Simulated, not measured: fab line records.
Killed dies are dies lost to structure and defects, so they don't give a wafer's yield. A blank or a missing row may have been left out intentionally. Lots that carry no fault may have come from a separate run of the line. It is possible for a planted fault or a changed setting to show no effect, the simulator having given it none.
fab line records :: flow ritCmos
record:
  lots: 14
  wafers: 42
  lastDay: 7
route steps=202 shown NWELL@36
lots with no fault: from the same line, run without faults
startH: hours from the record's opening day to when the first of the lot's shown wafers began :: waitH: hours since the lot's step before :: " unchanged from the row above :: L1.1+2: one row covering several wafers at once :: - either no value or no given start :: * or withheld: withheld :: < > ~ a bound
route shown NAME@n: NAME is a module with steps in the file, n the number in the route of the first one :: usual: the fault-free wafers' mean and standard deviation :: same: alike in all rows :: chamber/n: place in a boat :: sites: per-site readings :: _std_site: standard deviation of those values :: _edge_site: mean of outer sites minus mean of inner sites :: radiusMm: how far each site lies from the wafer's centre :: mask NAME#n: copy n :: behind: the tool/chamber that last shaped the wafer :: hold: why the lot went on hold/how many hours it stayed there/how the hold came to an end :: device: transistor that didn't switch, given as n, p or np :: end of line: the same wafers' tests at the end of the route :: for a step that has no rows: nothing shown but its recipe :: killed: the dies lost at the first sort to structure and to defects; this is not the yield of the wafer :: map: a wafer's dies, x killed, . not, _ none there
set.NAME: the setting the step ran with; set.NAME@STEP: the setting that earlier step ran with :: model.NAME: the simulator's own value behind a step, which no gauge read
route steps across a sampled set of lots; one table per step, one row per wafer
services: from which hour (startH, from the record's first day; less than 0 if before it) a tool's chamber was out of use, for how many hours, and why
== steps ==
step: RIT_NWELL_IMPLANT_08
recipe:
  species: P
  energyKev: 170
  doseCm2: 5e+13
  tiltDeg: 7
usual:
  beamEnergyKeV: 169.99/0.051
  doseIonsCm2: 5.001e+13/5.2e+10
lot.wafer: L275.2
tool: implanter-04
chamber: 0
startH: 22.40
waitH: 0.2
beamEnergyKeV: 170.08
doseIonsCm2: 5.005e+13

lot.wafer: L275.3
tool: implanter-04
chamber: 0
startH: 22.40
waitH: 0.2
beamEnergyKeV: 170.02
doseIonsCm2: 5.005e+13

lot.wafer: L275.4
tool: implanter-04
chamber: 0
startH: 22.40
waitH: 0.2
beamEnergyKeV: 170.07
doseIonsCm2: 5.005e+13

lot.wafer: L276.1
tool: implanter-04
chamber: 0
startH: 26.80
waitH: 0.2
beamEnergyKeV: 170.02
doseIonsCm2: 4.996e+13

lot.wafer: L276.3
tool: implanter-04
chamber: 0
startH: 26.80
waitH: 0.2
beamEnergyKeV: 169.98
doseIonsCm2: 5.003e+13

lot.wafer: L276.6
tool: implanter-04
chamber: 0
startH: 26.80
waitH: 0.2
beamEnergyKeV: 169.95
doseIonsCm2: 5.005e+13

lot.wafer: L277.3
tool: implanter-03
chamber: 0
startH: 30.78
waitH: 0.2
beamEnergyKeV: 169.99
doseIonsCm2: 5.003e+13

lot.wafer: L277.4
tool: implanter-03
chamber: 0
startH: 30.78
waitH: 0.2
beamEnergyKeV: 169.91
doseIonsCm2: 4.995e+13

lot.wafer: L277.5
tool: implanter-03
chamber: 0
startH: 30.78
waitH: 0.2
beamEnergyKeV: 170.04
doseIonsCm2: 4.99e+13

lot.wafer: L279.1
tool: implanter-02
chamber: 0
startH: 41.78
waitH: 0.2
beamEnergyKeV: 169.95
doseIonsCm2: 5.015e+13

lot.wafer: L279.4
tool: implanter-02
chamber: 0
startH: 41.78
waitH: 0.2
beamEnergyKeV: 169.98
doseIonsCm2: 5.015e+13

lot.wafer: L279.5
tool: implanter-02
chamber: 0
startH: 41.78
waitH: 0.2
beamEnergyKeV: 169.91
doseIonsCm2: 5.011e+13

lot.wafer: L280.1
tool: implanter-02
chamber: 0
startH: 46.47
waitH: 0.2
beamEnergyKeV: 169.97
doseIonsCm2: 5.003e+13

lot.wafer: L280.2
tool: implanter-02
chamber: 0
startH: 46.47
waitH: 0.2
beamEnergyKeV: 170.03
doseIonsCm2: 4.998e+13

lot.wafer: L280.6
tool: implanter-02
chamber: 0
startH: 46.47
waitH: 0.2
beamEnergyKeV: 170.03
doseIonsCm2: 5.011e+13

lot.wafer: L281.1
tool: implanter-02
chamber: 0
startH: 53.33
waitH: 0.2
beamEnergyKeV: 170.07
doseIonsCm2: 5.001e+13

lot.wafer: L281.4
tool: implanter-02
chamber: 0
startH: 53.33
waitH: 0.2
beamEnergyKeV: 170.01
doseIonsCm2: 4.991e+13

lot.wafer: L281.6
tool: implanter-02
chamber: 0
startH: 53.33
waitH: 0.2
beamEnergyKeV: 170.02
doseIonsCm2: 4.999e+13

lot.wafer: L282.1
tool: implanter-02
chamber: 0
startH: 57.45
waitH: 0.2
beamEnergyKeV: 169.96
doseIonsCm2: 5e+13

lot.wafer: L282.3
tool: implanter-02
chamber: 0
startH: 57.45
waitH: 0.2
beamEnergyKeV: 169.97
doseIonsCm2: 4.993e+13

lot.wafer: L282.6
tool: implanter-02
chamber: 0
startH: 57.45
waitH: 0.2
beamEnergyKeV: 170.10
doseIonsCm2: 5.001e+13

lot.wafer: L283.1
tool: implanter-03
chamber: 0
startH: 61.02
waitH: 0.2
beamEnergyKeV: 169.94
doseIonsCm2: 5.003e+13

lot.wafer: L283.2
tool: implanter-03
chamber: 0
startH: 61.02
waitH: 0.2
beamEnergyKeV: 169.98
doseIonsCm2: 5.011e+13

lot.wafer: L283.4
tool: implanter-03
chamber: 0
startH: 61.02
waitH: 0.2
beamEnergyKeV: 169.99
doseIonsCm2: 5.002e+13

lot.wafer: L284.1
tool: implanter-03
chamber: 0
startH: 65.48
waitH: 0.2
beamEnergyKeV: 169.94
doseIonsCm2: 5.002e+13

lot.wafer: L284.3
tool: implanter-03
chamber: 0
startH: 65.48
waitH: 0.2
beamEnergyKeV: 169.99
doseIonsCm2: 5.012e+13

lot.wafer: L284.6
tool: implanter-03
chamber: 0
startH: 65.48
waitH: 0.2
beamEnergyKeV: 170.00
doseIonsCm2: 5.008e+13

lot.wafer: L288.2
tool: implanter-04
chamber: 0
startH: 87.06
waitH: 0.2
beamEnergyKeV: 169.99
doseIonsCm2: 5.009e+13

lot.wafer: L288.5
tool: implanter-04
chamber: 0
startH: 87.06
waitH: 0.2
beamEnergyKeV: 170.02
doseIonsCm2: 4.997e+13

lot.wafer: L288.6
tool: implanter-04
chamber: 0
startH: 87.06
waitH: 0.2
beamEnergyKeV: 169.97
doseIonsCm2: 4.993e+13

lot.wafer: L290.1
tool: implanter-04
chamber: 0
startH: 95.42
waitH: 0.2
beamEnergyKeV: 169.93
doseIonsCm2: 5.239e+13

lot.wafer: L290.2
tool: implanter-04
chamber: 0
startH: 95.42
waitH: 0.2
beamEnergyKeV: 169.87
doseIonsCm2: 5.246e+13

lot.wafer: L290.4
tool: implanter-04
chamber: 0
startH: 95.42
waitH: 0.2
beamEnergyKeV: 169.95
doseIonsCm2: 5.247e+13

lot.wafer: L294.3
tool: implanter-04
chamber: 0
startH: 115.54
waitH: 0.2
beamEnergyKeV: 170.04
doseIonsCm2: 5.237e+13

lot.wafer: L294.4
tool: implanter-04
chamber: 0
startH: 115.54
waitH: 0.2
beamEnergyKeV: 170.05
doseIonsCm2: 5.241e+13

lot.wafer: L294.5
tool: implanter-04
chamber: 0
startH: 115.54
waitH: 0.2
beamEnergyKeV: 170.01
doseIonsCm2: 5.238e+13

lot.wafer: L297.3
tool: implanter-03
chamber: 0
startH: 131.69
waitH: 0.2
beamEnergyKeV: 170.05
doseIonsCm2: 5.005e+13

lot.wafer: L297.4
tool: implanter-03
chamber: 0
startH: 131.69
waitH: 0.2
beamEnergyKeV: 169.97
doseIonsCm2: 4.999e+13

lot.wafer: L297.5
tool: implanter-03
chamber: 0
startH: 131.69
waitH: 0.2
beamEnergyKeV: 170.02
doseIonsCm2: 5.002e+13

lot.wafer: L298.1
tool: implanter-03
chamber: 0
startH: 138.27
waitH: 0.2
beamEnergyKeV: 169.95
doseIonsCm2: 4.997e+13

lot.wafer: L298.2
tool: implanter-03
chamber: 0
startH: 138.27
waitH: 0.2
beamEnergyKeV: 169.96
doseIonsCm2: 4.993e+13

lot.wafer: L298.3
tool: implanter-03
chamber: 0
startH: 138.27
waitH: 0.2
beamEnergyKeV: 170.05
doseIonsCm2: 5.001e+13
step: RIT_WELLDRIVE_RS_MEAS_01
recipe:
  thkMeasGauge: four-point-probe
usual:
  NWELL_RS: 275.3/0.85
lot.wafer: L275.2
tool: filmMetro-04
chamber: -
startH: 29.67
waitH: 0.0
NWELL_RS[ohm/sq]: 275.7

lot.wafer: L275.3
tool: filmMetro-04
chamber: -
startH: 29.67
waitH: 0.0
NWELL_RS[ohm/sq]: 276.3

lot.wafer: L275.4
tool: filmMetro-04
chamber: -
startH: 29.67
waitH: 0.0
NWELL_RS[ohm/sq]: 276.2

lot.wafer: L276.1
tool: filmMetro-02
chamber: -
startH: 33.82
waitH: 0.0
NWELL_RS[ohm/sq]: 276.6

lot.wafer: L276.3
tool: filmMetro-02
chamber: -
startH: 33.82
waitH: 0.0
NWELL_RS[ohm/sq]: 276.2

lot.wafer: L276.6
tool: filmMetro-02
chamber: -
startH: 33.82
waitH: 0.0
NWELL_RS[ohm/sq]: 277.2

lot.wafer: L277.3
tool: filmMetro-02
chamber: -
startH: 37.92
waitH: 0.0
NWELL_RS[ohm/sq]: 274.3

lot.wafer: L277.4
tool: filmMetro-02
chamber: -
startH: 37.92
waitH: 0.0
NWELL_RS[ohm/sq]: 275.8

lot.wafer: L277.5
tool: filmMetro-02
chamber: -
startH: 37.92
waitH: 0.0
NWELL_RS[ohm/sq]: 275.2

lot.wafer: L279.1
tool: filmMetro-02
chamber: -
startH: 49.01
waitH: 0.0
NWELL_RS[ohm/sq]: 274.6

lot.wafer: L279.4
tool: filmMetro-02
chamber: -
startH: 49.01
waitH: 0.0
NWELL_RS[ohm/sq]: 274.6

lot.wafer: L279.5
tool: filmMetro-02
chamber: -
startH: 49.01
waitH: 0.0
NWELL_RS[ohm/sq]: 275.1

lot.wafer: L280.1
tool: filmMetro-02
chamber: -
startH: 54.10
waitH: 0.0
NWELL_RS[ohm/sq]: 275.3

lot.wafer: L280.2
tool: filmMetro-02
chamber: -
startH: 54.10
waitH: 0.0
NWELL_RS[ohm/sq]: 275.8

lot.wafer: L280.6
tool: filmMetro-02
chamber: -
startH: 54.10
waitH: 0.0
NWELL_RS[ohm/sq]: 275.9

lot.wafer: L281.1
tool: filmMetro-02
chamber: -
startH: 60.50
waitH: 0.0
NWELL_RS[ohm/sq]: 275.4

lot.wafer: L281.4
tool: filmMetro-02
chamber: -
startH: 60.50
waitH: 0.0
NWELL_RS[ohm/sq]: 275.6

lot.wafer: L281.6
tool: filmMetro-02
chamber: -
startH: 60.50
waitH: 0.0
NWELL_RS[ohm/sq]: 275.9

lot.wafer: L282.1
tool: filmMetro-01
chamber: -
startH: 64.73
waitH: 0.0
NWELL_RS[ohm/sq]: 275.9

lot.wafer: L282.3
tool: filmMetro-01
chamber: -
startH: 64.73
waitH: 0.0
NWELL_RS[ohm/sq]: 275.3

lot.wafer: L282.6
tool: filmMetro-01
chamber: -
startH: 64.73
waitH: 0.0
NWELL_RS[ohm/sq]: 276.3

lot.wafer: L283.1
tool: filmMetro-01
chamber: -
startH: 68.26
waitH: 0.0
NWELL_RS[ohm/sq]: 274.3

lot.wafer: L283.2
tool: filmMetro-01
chamber: -
startH: 68.26
waitH: 0.0
NWELL_RS[ohm/sq]: 274.1

lot.wafer: L283.4
tool: filmMetro-01
chamber: -
startH: 68.26
waitH: 0.0
NWELL_RS[ohm/sq]: 274.5

lot.wafer: L284.1
tool: filmMetro-04
chamber: -
startH: 73.35
waitH: 0.0
NWELL_RS[ohm/sq]: 275.8

lot.wafer: L284.3
tool: filmMetro-04
chamber: -
startH: 73.35
waitH: 0.0
NWELL_RS[ohm/sq]: 274.3

lot.wafer: L284.6
tool: filmMetro-04
chamber: -
startH: 73.35
waitH: 0.0
NWELL_RS[ohm/sq]: 275.6

lot.wafer: L288.2
tool: filmMetro-02
chamber: -
startH: 94.13
waitH: 0.0
NWELL_RS[ohm/sq]: 275.2

lot.wafer: L288.5
tool: filmMetro-02
chamber: -
startH: 94.13
waitH: 0.0
NWELL_RS[ohm/sq]: 275.1

lot.wafer: L288.6
tool: filmMetro-02
chamber: -
startH: 94.13
waitH: 0.0
NWELL_RS[ohm/sq]: 275.5

lot.wafer: L290.1
tool: filmMetro-04
chamber: -
startH: 102.52
waitH: 0.0
NWELL_RS[ohm/sq]: 268.1

lot.wafer: L290.2
tool: filmMetro-04
chamber: -
startH: 102.52
waitH: 0.0
NWELL_RS[ohm/sq]: 268.1

lot.wafer: L290.4
tool: filmMetro-04
chamber: -
startH: 102.52
waitH: 0.0
NWELL_RS[ohm/sq]: 268.1

lot.wafer: L294.3
tool: filmMetro-01
chamber: -
startH: 122.55
waitH: 0.0
NWELL_RS[ohm/sq]: 267.0

lot.wafer: L294.4
tool: filmMetro-01
chamber: -
startH: 122.55
waitH: 0.0
NWELL_RS[ohm/sq]: 267.0

lot.wafer: L294.5
tool: filmMetro-01
chamber: -
startH: 122.55
waitH: 0.0
NWELL_RS[ohm/sq]: 266.9

lot.wafer: L297.3
tool: filmMetro-01
chamber: -
startH: 139.01
waitH: 0.0
NWELL_RS[ohm/sq]: 275.8

lot.wafer: L297.4
tool: filmMetro-01
chamber: -
startH: 139.01
waitH: 0.0
NWELL_RS[ohm/sq]: 275.5

lot.wafer: L297.5
tool: filmMetro-01
chamber: -
startH: 139.01
waitH: 0.0
NWELL_RS[ohm/sq]: 274.2

lot.wafer: L298.1
tool: filmMetro-02
chamber: -
startH: 145.55
waitH: 0.0
NWELL_RS[ohm/sq]: 276.1

lot.wafer: L298.2
tool: filmMetro-02
chamber: -
startH: 145.55
waitH: 0.0
NWELL_RS[ohm/sq]: 276.3

lot.wafer: L298.3
tool: filmMetro-02
chamber: -
startH: 145.55
waitH: 0.0
NWELL_RS[ohm/sq]: 276.4
== services ==
tool: implanter-04
chamber: -
startH: 15.75
hours: 0.7
kind: repair

tool: implanter-03
chamber: -
startH: 84.88
hours: 6.5
kind: repair

tool: implanter-02
chamber: -
startH: 114.88
hours: 8.7
kind: pm
== key ==
firstSign:
  step: RIT_NWELL_IMPLANT_08
  reading: doseIonsCm2
  direction: up
  sigmas: 46
  usual: 5.001e+13
  struck: 5.241e+13
effect:
  step: RIT_WELLDRIVE_RS_MEAS_01
  reading: NWELL_RS
  direction: down
  sigmas: 9.2
  usual: 275.3
  struck: 267.5
metAt RIT_NWELL_IMPLANT_08
struckLots L290,L294
testerLeftOut L290,L294
onsetBetween 87.06 95.42
fault:
  kind: processParameterDrift
  tool: implanter-04
  chamber: -
  onsetH: 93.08
  steps: RIT_NWELL_IMPLANT_08
  channel: doseCm2
  offset: 2.4078e+12
  shape: step
  endH: 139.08
  actsIn: theseRecipesOnly
  stated: 5e+13
testerLeftOut: of these lots the tester's yield and bins aren't shown, on N5 and GAA mostly nor the transistor test; their killed dies are dies lost to structure and defects alone, not to doping, threshold or leakage, so they don't give the yield
